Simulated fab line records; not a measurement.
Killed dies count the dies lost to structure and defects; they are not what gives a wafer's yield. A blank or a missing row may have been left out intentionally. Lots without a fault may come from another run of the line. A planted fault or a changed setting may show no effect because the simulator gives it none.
A struck lot beside a sound one | flow berkeleyCmos170 | 18 steps out of a route of 331
Sound: the wafers L588.3, L588.4, L588.5. Struck: wafers L598.1, L598.3, L598.4. The cause comes at the end.
Each step with rows lists, per side, the tool, then ch with its chambers, then its first start. Under that, the readings that differ: sound wafers | struck wafers | difference of the means | sigmas: that difference in standard deviations of wafers without a fault.
alike: readings whose means differ by less than 2 such deviations, and words and numbers that are the same on both sides. not compared: withheld readings, readings that some wafer has no value for, bounds like >300 that may hide the same value, and numbers for which the record gives no deviation and whose values overlap.
A row with sigmas, a row that says differs or no value, or rows on one side alone: a step with any of these is where the two part. Non-overlapping numbers with no deviation appear without sigmas and do not part them. A reading that every wafer of one side lacks parts them only if that side has two wafers or more.

first, 4 steps without rows for these wafers: UCB170_NWELL_WET_ETCH_19 (etches SiO2 in BOE, time 22 s); UCB170_PWELL_CLEAN_00 (cleans in SPM, time 600 s); UCB170_PWELL_CLEAN_01 (cleans in dHF, time 60 s); UCB170_PWELL_OXIDATION_02 (target thk 26.4 nm, ox time 1260 s).
UCB170_PWELL_THK_MEAS_03:
  sound on filmMetro-04 at day 3 13:40; struck on filmMetro-03 at day 5 09:50
reading              | sound          | struck         | difference | sigmas
PWELL_OXIDE_THK (nm) | 25.9 25.9 26.1 | 27.4 26.9 27.2 | +1.2       | +2
then, 2 steps without rows for these wafers: UCB170_PWELL_ANNEAL_04 (time 900 s); UCB170_PWELL_CVD_05 (deposits Si3N4 from SiH2Cl2/NH3, target thk 220 nm, time 3300 s).
UCB170_PWELL_THK_MEAS_06:
  sound on filmMetro-04 at day 3 23:35; struck on filmMetro-03 at day 5 18:06
  alike: PWELL_NITRIDE_THK
then, 4 steps without rows for these wafers: UCB170_PWELL_HMDS_07 (prime time 60 s); UCB170_PWELL_COAT_08 (resist thk 900 nm); UCB170_PWELL_SOFTBAKE_09 (time 60 s); UCB170_PWELL_EXPOSE_10 (exposes mask PWELL, target cd 3000 nm).
UCB170_PWELL_PEB_11:
  sound on lithoTrack-03 ch 0, day 4 01:53; struck on lithoTrack-02 ch 0, day 5 21:15
reading               | sound             | struck            | difference | sigmas
heaterPowerTotalW (W) | 56.83 56.83 56.82 | 70.06 70.14 70.14 | +13.29     | +99 or more
  alike: resistLineTempC
then, 1 step without rows for these wafers: UCB170_PWELL_DEVELOP_12 (develop time 45 s).
UCB170_PWELL_OVL_MEAS_13:
  sound on overlay-01 at day 4 02:08; struck on overlay-02 at day 5 21:32
  alike: PWELL_OVL
UCB170_PWELL_ETCH_14: etches Si3N4 in CH3F/Ar/O2, stops on SiO2, target depth 242 nm, time 151 s.
  sound on rieDiel-01 ch 1,3, day 4 02:09; struck on rieDiel-04 ch 0,2, day 5 21:34
reading               | sound          | struck         | difference | sigmas
model.PWELL.cdNm (nm) | 3000 3001 3000 | 2942 2943 2941 | -58        | 
  alike: drypumpMotorCurrentA, oesProductAu, rfFwdPowerW, throttleValvePct
  not compared: rfHoursCounterH
next, for these wafers, 1 step has no rows: UCB170_PWELL_IMPLANT_15.
-- the record jumps here: 5 days lie between the struck wafers' starts before and after (it left off in module PWELL and takes up again in module M3, whose first step shown is number 331 of the route) --
UCB170_M3_PROBE_99:
  rows exist in the record for the struck wafers here (prober-02, day 11 06:31), but not for the sound ones

WHERE THEY PART
First at UCB170_PWELL_THK_MEAS_03; last, within this record, at UCB170_M3_PROBE_99.

WHY: what the simulator had put in
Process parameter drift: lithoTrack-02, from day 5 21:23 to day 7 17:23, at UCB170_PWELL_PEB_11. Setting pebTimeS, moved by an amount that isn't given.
